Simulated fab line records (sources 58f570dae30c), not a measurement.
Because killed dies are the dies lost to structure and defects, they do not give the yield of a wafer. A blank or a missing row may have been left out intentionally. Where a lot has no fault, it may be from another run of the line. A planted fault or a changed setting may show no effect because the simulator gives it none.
Matching of chambers / flow berkeley-cmos170 / UCB170_V1_CMP_02 on cmp-02 has 4 sister chambers
The step polishes SiO2. 4 wafers are shown with their chamber, then 11 later ones without.

== EACH WAFER AND ITS CHAMBER ==
wafer=L487.2; chamber=1; motor-current-A (A)=19.1
wafer=L487.3; chamber=3; motor-current-A (A)=15.3
wafer=L487.4; chamber=2; motor-current-A (A)=15.4
wafer=L486.2; chamber=0; motor-current-A (A)=14.5

== WAFERS MISSING THEIR CHAMBER ==
wafer=L486.4; motor-current-A (A)=15.2
wafer=L486.6; motor-current-A (A)=14.6
wafer=L488.2; motor-current-A (A)=14.0
wafer=L488.4; motor-current-A (A)=15.3
wafer=L488.5; motor-current-A (A)=15.3
wafer=L494.3; motor-current-A (A)=18.8
wafer=L494.4; motor-current-A (A)=14.6
wafer=L494.6; motor-current-A (A)=15.7
wafer=L495.1; motor-current-A (A)=14.4
wafer=L495.3; motor-current-A (A)=16.2
wafer=L495.5; motor-current-A (A)=18.9

== CHAMBER TAKEN BY EACH ==
wafer=L486.4; from the rows above=can't be placed: 3 or 2 or 0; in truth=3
wafer=L486.6; from the rows above=can't be placed: 0 or 3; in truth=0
wafer=L488.2; from the rows above=0; in truth=0
wafer=L488.4; from the rows above=can't be placed: 3 or 2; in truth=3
wafer=L488.5; from the rows above=can't be placed: 3 or 2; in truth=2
wafer=L494.3; from the rows above=1; in truth=1
wafer=L494.4; from the rows above=can't be placed: 0 or 3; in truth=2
wafer=L494.6; from the rows above=can't be placed: 2 or 3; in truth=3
wafer=L495.1; from the rows above=0; in truth=0
wafer=L495.3; from the rows above=can't be placed: 2 or 3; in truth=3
wafer=L495.5; from the rows above=1; in truth=1
Placed correctly: 4 of 11. From these rows, 7 cannot be placed; in 6 the true chamber is one of the candidates. Placed wrongly: 0.
How it was worked out, from the rows above alone: a wafer's distance from a chamber is the root of the sum, over the readings, of the square of ((its reading less the chamber's mean) divided by the reading's scatter). The wafer belongs to the nearest chamber; if the next one is less than 2 further off, it can't be placed. For every chamber, the mean is computed from those of its wafers that are shown. The scatter: root of mean squared gap, hidden wafer to nearest shown wafer, with one shown wafer a chamber.
